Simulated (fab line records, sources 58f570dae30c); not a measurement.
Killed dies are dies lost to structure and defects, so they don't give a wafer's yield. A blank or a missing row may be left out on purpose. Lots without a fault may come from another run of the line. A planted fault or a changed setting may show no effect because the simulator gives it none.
fab line records | flow berkeley_cmos170 | part 2 of 2: steps 33 to 47 of 47
record lots=5 wafers=15 last_day=12
route steps=331 shown NWELL@19 PWELL@34 WELLDRIVE@55 ACTIVE@60
lots that met no fault: from a run of the same line without faults
start_h: hours from the record's first day to the start of the lot's first wafer shown | wait_h: hours since the lot's step before | " the same as in the row above | L1.1+2: a row that stands for several wafers | - no value, or no start given | * or withheld: withheld | < > ~ a bound
route shown NAME@n: a module of which the file shows steps, and the number in the route of the first | usual: mean/standard deviation of fault-free wafers | same: alike in all rows | chamber/n: place in a boat | sites: the reading at each site | _std_site: their standard deviation | _edge_site: outer sites' mean less inner sites' | radius_mm: how far each site lies from the wafer's centre | mask NAME#n: copy n | behind: the tool/chamber that last shaped the wafer | hold: why the lot was held/for how many hours/how that ended | device: the transistor (n, p or np) that didn't switch | end of line: the same wafers' tests at the end of the route | a step without rows: its recipe alone | killed: dies lost to structure and defects at the first sort, not the wafer's yield | map: a wafer's dies, x killed, . not, _ none there
set.NAME: the setting as run; set.NAME@STEP: as run at that earlier step | model.NAME: the simulator's own value behind a step, which no gauge read
lots at some steps of the route; a table a step, a row a wafer
services: from which hour (start_h, from the record's first day; less than 0 if before it) a tool's chamber was out of use, for how many hours, and why
## steps
# step UCB170_PWELL_TW_MEAS_17
# usual PWELL_TW=377/3.7
# columns lot.wafer tool chamber start_h wait_h PWELL_TW
L074.1 film_metro-02 - 50.62 0.1 377
L074.3 " - " " 377
L074.4 " - " " 377
L077.1 film_metro-02 - 63.13 0.1 378
L077.3 " - " " 376
L077.6 " - " " 378
L086.2 film_metro-01 - 117.69 0.1 379
L086.4 " - " " 382
L086.5 " - " " 381
L091.2 film_metro-02 - 140.33 0.1 377
L091.4 " - " " 378
L091.5 " - " " 378
L096.4 film_metro-01 - 157.85 0.1 382
L096.5 " - " " 380
L096.6 " - " " 382
# step UCB170_PWELL_CLEAN_18
# recipe chemistry=SPM temp_c=120 time_s=600
# columns lot.wafer tool chamber start_h wait_h
L074.1+3+4 wet_bench-04 2 50.82 0.2
L077.1+3+6 wet_bench-01 0 63.74 0.6
L086.2+4+5 wet_bench-04 0 117.74 0.0
L091.2+4+5 wet_bench-04 3 140.38 0.0
L096.4+5+6 wet_bench-01 0 157.88 0.0
# step UCB170_PWELL_WET_ETCH_19
# recipe chemistry=H3PO4 target=Si3N4 temp_c=160 time_s=14400
# columns lot.wafer tool chamber start_h wait_h
L074.1+3+4 wet_bench-04 1 51.18 0.2
L077.1+3+6 wet_bench-01 0 63.95 0.0
L086.2+4+5 wet_bench-02 1 117.92 0.0
L091.2+4+5 wet_bench-04 1 140.56 0.0
L096.4+5+6 wet_bench-04 3 158.23 0.0
# step UCB170_PWELL_WET_ETCH_20
# recipe chemistry=BOE dilution=5:1 target=SiO2 temp_c=25 time_s=22
# columns lot.wafer tool chamber start_h wait_h
L074.1+3+4 wet_bench-01 0 55.19 0.0
L077.1+3+6 wet_bench-04 0 68.32 0.0
L086.2+4+5 wet_bench-02 2 123.12 0.8
L091.2+4+5 wet_bench-04 1 144.57 0.0
L096.4+5+6 wet_bench-02 1 162.24 0.0
# step UCB170_WELLDRIVE_CLEAN_00
# recipe chemistry=SPM temp_c=120 time_s=600
# columns lot.wafer tool chamber start_h wait_h
L074.1+3+4 wet_bench-01 0 55.20 0.0
L077.1+3+6 wet_bench-01 2 68.33 0.0
L086.2+4+5 wet_bench-01 1 123.23 0.1
L091.2+4+5 wet_bench-04 3 144.58 0.0
L096.4+5+6 wet_bench-04 0 162.25 0.0
# step UCB170_WELLDRIVE_OXIDATION_01
# recipe temp_c=1100 ambient=O2 target_thk_a=1990 ox_time_s=9000
# same ox_time_s=9000
# columns lot.wafer tool chamber start_h wait_h
L074.1+3+4 furnace-04 0 56.67 1.3
L077.1+3+6 furnace-02 0 69.54 1.0
L086.2+4+5 furnace-04 0 123.81 0.4
L091.2+4+5 furnace-02 0 146.92 2.2
L096.4+5+6 furnace-04 0 165.00 2.6
# step UCB170_WELLDRIVE_THK_MEAS_02
# recipe reads=SiO2_of_WELLDRIVE_OXIDATION_01
# usual WELLDRIVE_OXIDE_THK=199/3.6
# columns lot.wafer tool chamber start_h wait_h WELLDRIVE_OXIDE_THK[nm]
L074.1 film_metro-01 - 60.17 0.0 194
L074.3 " - " " 194
L074.4 " - " " 196
L077.1 film_metro-01 - 73.10 0.1 203
L077.3 " - " " 204
L077.6 " - " " 202
L086.2 film_metro-04 - 127.32 0.0 195
L086.4 " - " " 200
L086.5 " - " " 195
L091.2 film_metro-02 - 150.43 0.0 198
L091.4 " - " " 191
L091.5 " - " " 193
L096.4 film_metro-01 - 168.53 0.0 196
L096.5 " - " " 197
L096.6 " - " " 197
# step UCB170_WELLDRIVE_ANNEAL_03
# recipe temp_c=1100 time_s=900 ambient=N2
# columns lot.wafer tool chamber start_h wait_h
L074.1+3+4 furnace-02 0 62.85 2.7
L077.1+3+6 furnace-04 0 75.27 2.2
L086.2+4+5 furnace-01 0 130.34 3.0
L091.2+4+5 furnace-02 0 152.09 1.6
L096.4+5+6 furnace-02 0 169.25 0.7
# step UCB170_WELLDRIVE_WET_ETCH_04
# recipe chemistry=BOE dilution=5:1 target=SiO2 temp_c=25 time_s=120
# columns lot.wafer tool chamber start_h wait_h
L074.1+3+4 wet_bench-02 3 66.42 2.3
L077.1+3+6 wet_bench-01 3 76.52 0.0
L086.2+4+5 wet_bench-04 0 133.92 2.3
L091.2+4+5 wet_bench-01 0 155.16 1.8
L096.4+5+6 wet_bench-01 3 172.26 1.8
# step UCB170_ACTIVE_CLEAN_00
# recipe chemistry=SPM temp_c=120 time_s=600
# columns lot.wafer tool chamber start_h wait_h
L074.1+3+4 wet_bench-04 2 66.64 0.2
L077.1+3+6 wet_bench-01 3 76.56 0.0
L086.2+4+5 wet_bench-04 3 134.36 0.4
L091.2+4+5 wet_bench-01 1 155.40 0.2
L096.4+5+6 wet_bench-01 3 173.05 0.7
# step UCB170_ACTIVE_CLEAN_01
# recipe chemistry=dHF dilution=25:1 time_s=60
# columns lot.wafer tool chamber start_h wait_h
L074.1+3+4 wet_bench-04 0 66.99 0.2
L077.1+3+6 wet_bench-01 3 76.73 0.0
L086.2+4+5 wet_bench-04 3 134.55 0.0
L091.2+4+5 wet_bench-01 0 155.80 0.1
L096.4+5+6 wet_bench-01 3 173.87 0.5
# step UCB170_ACTIVE_OXIDATION_02
# recipe temp_c=1000 ambient=O2 target_thk_a=264 ox_time_s=1260
# same ox_time_s=1260
# columns lot.wafer tool chamber start_h wait_h
L074.1+3+4 furnace-01 0 68.94 1.9
L077.1+3+6 furnace-04 0 78.18 1.4
L086.2+4+5 furnace-03 0 136.59 2.0
L091.2+4+5 furnace-03 0 157.96 2.1
L096.4+5+6 furnace-03 0 176.81 2.9
# step UCB170_ACTIVE_THK_MEAS_03
# recipe reads=SiO2_of_ACTIVE_OXIDATION_02
# usual ACTIVE_OXIDE_THK=26.4/0.56
# columns lot.wafer tool chamber start_h wait_h ACTIVE_OXIDE_THK[nm]
L074.1 film_metro-04 - 70.29 0.0 27.1
L074.3 " - " " 26.7
L074.4 " - " " 26.6
L077.1 film_metro-03 - 79.53 0.0 26.1
L077.3 " - " " 26.5
L077.6 " - " " 26.6
L086.2 film_metro-04 - 137.95 0.0 26.9
L086.4 " - " " 27.0
L086.5 " - " " 26.7
L091.2 film_metro-03 - 159.32 0.0 27.0
L091.4 " - " " 27.7
L091.5 " - " " 27.0
L096.4 film_metro-04 - 178.19 0.0 25.9
L096.5 " - " " 27.1
L096.6 " - " " 26.0
# step UCB170_ACTIVE_ANNEAL_04
# recipe temp_c=1000 time_s=900 ambient=N2
# columns lot.wafer tool chamber start_h wait_h
L074.1+3+4 furnace-04 0 72.52 2.2
L077.1+3+6 furnace-03 0 80.89 1.4
L086.2+4+5 furnace-03 0 139.28 1.3
L091.2+4+5 furnace-04 0 161.00 1.7
L096.4+5+6 furnace-04 0 182.43 4.2
# step UCB170_ACTIVE_CVD_05
# recipe material=Si3N4 target_thk_nm=220 temp_c=800 precursor=SiH2Cl2/NH3 time_s=3300 pressure_mtorr=200 sih2cl2_flow_sccm=25 nh3_flow_sccm=75
# usual pressure_mtorr=200.0/0.41
# columns lot.wafer tool chamber start_h wait_h pressure_mtorr
L074.1 lpcvd-01 1 77.65 3.9 200.2
L074.3 " 1 " " 199.6
L074.4 " 1 " " 199.8
L077.1 lpcvd-01 0 82.14 0.0 200.3
L077.3 " 0 " " 199.6
L077.6 " 0 " " 200.0
L086.2 lpcvd-02 0 140.53 0.0 200.1
L086.4 " 0 " " 200.3
L086.5 " 0 " " 199.9
L091.2 lpcvd-02 0 162.25 0.0 199.9
L091.4 " 0 " " 200.2
L091.5 " 0 " " 200.4
L096.4 lpcvd-01 1 183.68 0.0 199.6
L096.5 " 1 " " 200.9
L096.6 " 1 " " 199.7
## services
# columns tool chamber start_h hours kind
furnace-02 - 11.30 2.8 pm
furnace-02 - 14.07 2.4 pm
krf_scanner-02 - 17.76 1.3 repair
krf_scanner-02 - 26.27 1.0 pm
krf_scanner-02 - 29.90 0.8 pm
rie_diel-01 - 36.02 0.5 repair
krf_scanner-01 - 36.51 1.3 pm
implanter-03 - 38.24 1.3 repair
krf_scanner-02 - 53.93 1.3 pm
furnace-04 - 54.17 1.2 pm
lpcvd-01 - 69.75 6.1 pm
krf_scanner-02 - 83.97 0.7 repair
furnace-04 - 88.70 3.9 pm
furnace-04 - 92.59 17.4 pm
krf_scanner-02 - 97.16 1.6 repair
furnace-03 - 107.23 3.4 pm
lpcvd-02 - 108.79 4.3 pm
krf_scanner-02 - 118.85 4.0 pm
rie_diel-01 2 122.73 3.9 repair
krf_scanner-02 - 124.90 1.0 repair
krf_scanner-01 - 132.84 4.0 pm
krf_scanner-01 - 144.27 0.8 pm
krf_scanner-01 - 155.98 3.5 repair
furnace-02 - 179.35 4.5 pm
